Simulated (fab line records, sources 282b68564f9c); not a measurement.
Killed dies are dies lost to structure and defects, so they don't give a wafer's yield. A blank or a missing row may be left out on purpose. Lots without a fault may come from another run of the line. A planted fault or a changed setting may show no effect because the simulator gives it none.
Tool commonality check | flow rit_cmos | 12 lots, 36 wafers sampled

WHY IT WAS OPENED
At RIT_GATE_THK_MEAS_09 the reading GATE_POLY_THK is flagged on 1 of 12 lots. Wafers without a fault read 249.9 nm, standard deviation 2.2.
Rule: a lot is flagged when every wafer of it that has a number lies more than 4 standard deviations from that mean, or none has a number. The other lots count as sound.

lot  | measured    | on            | GATE_POLY_THK (nm), wafer by wafer | flag
L273 | day 2 15:18 | film_metro-03 | 252.2 252.1 252.5                  |
L274 | day 2 23:41 | film_metro-03 | 254.7 253.8 253.0                  |
L275 | day 3 02:53 | film_metro-02 | 252.6 251.4 251.7                  |
L276 | day 3 04:08 | film_metro-04 | 249.7 247.2 248.6                  |
L277 | day 3 14:12 | film_metro-04 | 246.2 246.7 244.0                  |
L283 | day 4 19:54 | film_metro-02 | 249.6 252.3 251.7                  |
L282 | day 4 22:34 | film_metro-04 | 249.3 249.1 249.9                  |
L284 | day 5 01:00 | film_metro-02 | 252.5 251.0 250.3                  |
L286 | day 5 10:35 | film_metro-02 | 224.9 222.6 223.4                  | FLAGGED
L291 | day 6 11:11 | film_metro-03 | 249.9 247.5 247.4                  |
L294 | day 7 07:26 | film_metro-04 | 252.5 250.9 249.8                  |
L295 | day 7 12:09 | film_metro-02 | 252.3 253.1 252.8                  |
The numbers of the flagged lots are 223.6 nm on average: -26.3 nm against the usual, or -12 standard deviations.

WHICH TOOL RAN EACH LOT
The record holds 2 process steps before the reading, out of a route of 202 steps. In each cell: the tool, then ch and the chambers that the sampled wafers went through, then the start.
lot  | flag    | RIT_NRETRO_STRIP_09                 | RIT_GATE_CVD_08
L273 |         | plasma_asher-04 ch 0,1, day 2 08:32 | lpcvd-02 ch 0, day 2 13:40
L274 |         | plasma_asher-04 ch 0,1, day 2 15:58 | lpcvd-02 ch 1, day 2 21:15
L275 |         | plasma_asher-03 ch 0, day 2 20:04   | lpcvd-02 ch 1, day 3 00:27
L276 |         | plasma_asher-03 ch 0,1, day 2 22:26 | lpcvd-01 ch 0, day 3 02:31
L277 |         | plasma_asher-01 ch 0,1, day 3 03:26 | lpcvd-02 ch 0, day 3 12:35
L283 |         | plasma_asher-03 ch 0,1, day 4 12:17 | lpcvd-02 ch 0, day 4 18:17
L282 |         | plasma_asher-04 ch 0,1, day 4 12:25 | lpcvd-02 ch 0, day 4 20:55
L284 |         | plasma_asher-01 ch 1, day 4 18:25   | lpcvd-02 ch 0, day 4 23:23
L286 | FLAGGED | plasma_asher-01 ch 0,1, day 5 00:52 | lpcvd-01 ch 0, day 5 08:58
L291 |         | plasma_asher-04 ch 0,1, day 6 01:45 | lpcvd-02 ch 0, day 6 09:35
L294 |         | plasma_asher-03 ch 0,1, day 6 18:32 | lpcvd-02 ch 1, day 7 05:49
L295 |         | plasma_asher-04 ch 0,1, day 7 00:19 | lpcvd-02 ch 0, day 7 10:32
What these steps do:
- RIT_NRETRO_STRIP_09: strips in O2, time 180 s.
- RIT_GATE_CVD_08: deposits poly-Si from SiH4, target thk 250 nm, time 2220 s.
- RIT_GATE_THK_MEAS_09

FLAGGED OVER TOTAL, TOOL BY TOOL (the gauges that took the reading come last)
step                 | tool            | lots run | flagged | share of the flagged lots | sound lots run after its first flagged lot
RIT_NRETRO_STRIP_09  | plasma_asher-01 | 3        | 1       | all                       | 0
RIT_NRETRO_STRIP_09  | plasma_asher-03 | 4        | 0       | none                      | -
RIT_NRETRO_STRIP_09  | plasma_asher-04 | 5        | 0       | none                      | -
RIT_GATE_CVD_08      | lpcvd-01        | 2        | 1       | all                       | 0
RIT_GATE_CVD_08      | lpcvd-02        | 10       | 0       | none                      | -
RIT_GATE_THK_MEAS_09 | film_metro-02   | 5        | 1       | all                       | 1 (L295)
RIT_GATE_THK_MEAS_09 | film_metro-03   | 3        | 0       | none                      | -
RIT_GATE_THK_MEAS_09 | film_metro-04   | 4        | 0       | none                      | -

WHAT THE TABLE ALLOWS
3 rows of the table ran every flagged lot: plasma_asher-01 at RIT_NRETRO_STRIP_09, lpcvd-01 at RIT_GATE_CVD_08, film_metro-02 at RIT_GATE_THK_MEAS_09.
- plasma_asher-01 at RIT_NRETRO_STRIP_09: 1 of its 3 lots flagged. Its last sound lot is L284 (day 4 18:25), its first flagged lot L286 (day 5 00:52): a fault that began between those two fits.
- lpcvd-01 at RIT_GATE_CVD_08: 1 of its 2 lots flagged. Its last sound lot is L276 (day 3 02:31), its first flagged lot L286 (day 5 08:58): a fault that began between those two fits. Its own readings lie more than 4 standard deviations out on every wafer of the flagged lots: pressure_mtorr.
- film_metro-02 at RIT_GATE_THK_MEAS_09: 1 of its 5 lots flagged. Sound lots ran on it after the first flagged one (L295), which a lasting fault on the whole tool wouldn't allow.
Counting lots can't tell these 2 tools apart, because each fits a fault that began at some hour. More lots, or a look at what each step does to the wafer, might.

WHAT THE SIMULATOR HAD PUT IN
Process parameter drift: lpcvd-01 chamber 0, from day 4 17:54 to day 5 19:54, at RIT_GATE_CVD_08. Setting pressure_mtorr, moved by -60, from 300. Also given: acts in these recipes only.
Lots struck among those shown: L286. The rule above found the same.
